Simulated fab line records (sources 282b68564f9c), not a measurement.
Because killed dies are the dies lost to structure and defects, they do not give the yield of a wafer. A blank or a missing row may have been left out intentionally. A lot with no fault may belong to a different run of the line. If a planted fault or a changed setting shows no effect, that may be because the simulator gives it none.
2 desks, one fault || flow ritCmos || only its own numbers are on each desk; what lay behind them is given at the end

## THE TOOL OWNER'S DESK: rieDiel-04
The tool's own readings at RIT_ACTIVE_ETCH_13 (etches Si3N4 in SF6, stops on SiO2, time 210 s, target depth 210 nm): means of the sampled wafers that have a number, for each lot that ran on this tool. A lot is out of limits, marked OUT, if its mean lies more than 4 standard deviations from the usual mean; the brackets give that distance.
Columns: A = chamberPressureMTorr at RIT_ACTIVE_ETCH_13, usual 259.99 mTorr; B = drypumpMotorCurrentA at RIT_ACTIVE_ETCH_13, usual 5.9 A; C = oesProductAu at RIT_ACTIVE_ETCH_13, usual 0.825 a.u.; D = throttleValvePct at RIT_ACTIVE_ETCH_13, usual 7.50 %
{"lot": "L859", "first seen here": "day 2 02:17", "A": 259.91, "B": 6.0, "C": 0.833, "D": 7.48}
{"lot": "L875", "first seen here": "day 5 11:31", "A": "216.61 (-99 or more) OUT", "B": 5.7, "C": 0.827, "D": 7.44}
This desk's verdict: out of limits on L875, starting with L875 at day 5 11:31 (chamberPressureMTorr at RIT_ACTIVE_ETCH_13). Within limits: L859.

## THE METROLOGY DESK
Lot by lot, what the gauges showed, no matter which tool ran the lot: averages of those sampled wafers that carry a number. A lot is out of limits, marked OUT, if its mean lies more than 4 standard deviations from the usual mean; the brackets give that distance.
Columns: A = ACTIVE_OXIDE_THK at RIT_ACTIVE_THK_MEAS_02, usual 46.5 nm; B = ACTIVE_NITRIDE_THK at RIT_ACTIVE_THK_MEAS_04, usual 150.3 nm; C = cdNm at RIT_ACTIVE_CD_MEAS_11, usual 1399.4 nm
{"lot": "L859", "first seen here": "day 1 23:38", "A": 44.9, "B": 150.7, "C": 1399.6}
{"lot": "L863", "first seen here": "day 2 21:44", "A": 46.9, "B": 151.4, "C": 1401.5}
{"lot": "L875", "first seen here": "day 5 06:03", "A": 47.2, "B": 150.7, "C": 1397.5}
{"lot": "L878", "first seen here": "day 5 21:26", "A": 47.0, "B": 149.7, "C": 1393.8}
{"lot": "L879", "first seen here": "day 6 02:03", "A": 47.0, "B": 152.3, "C": 1399.6}
Result from this desk: across the 5 lots, nothing is out of limits.

## TAKEN TOGETHER
The tool owner's desk could have raised an alarm at day 5 11:31, on L875.
Nothing out of limits was seen by the metrology desk.
The metrology desk has L875 on record, within its limits.
On rieDiel-04, each named lot ran RIT_ACTIVE_ETCH_13.

## WHAT THE SIMULATOR HAD INSERTED
rieDiel-04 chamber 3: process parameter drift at RIT_ACTIVE_ETCH_13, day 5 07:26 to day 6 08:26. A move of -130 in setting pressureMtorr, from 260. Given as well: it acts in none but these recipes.
Lots struck among those shown: L875.
Delay in hours, fault start to first out-of-limits reading, by desk: the tool owner's desk at 4.
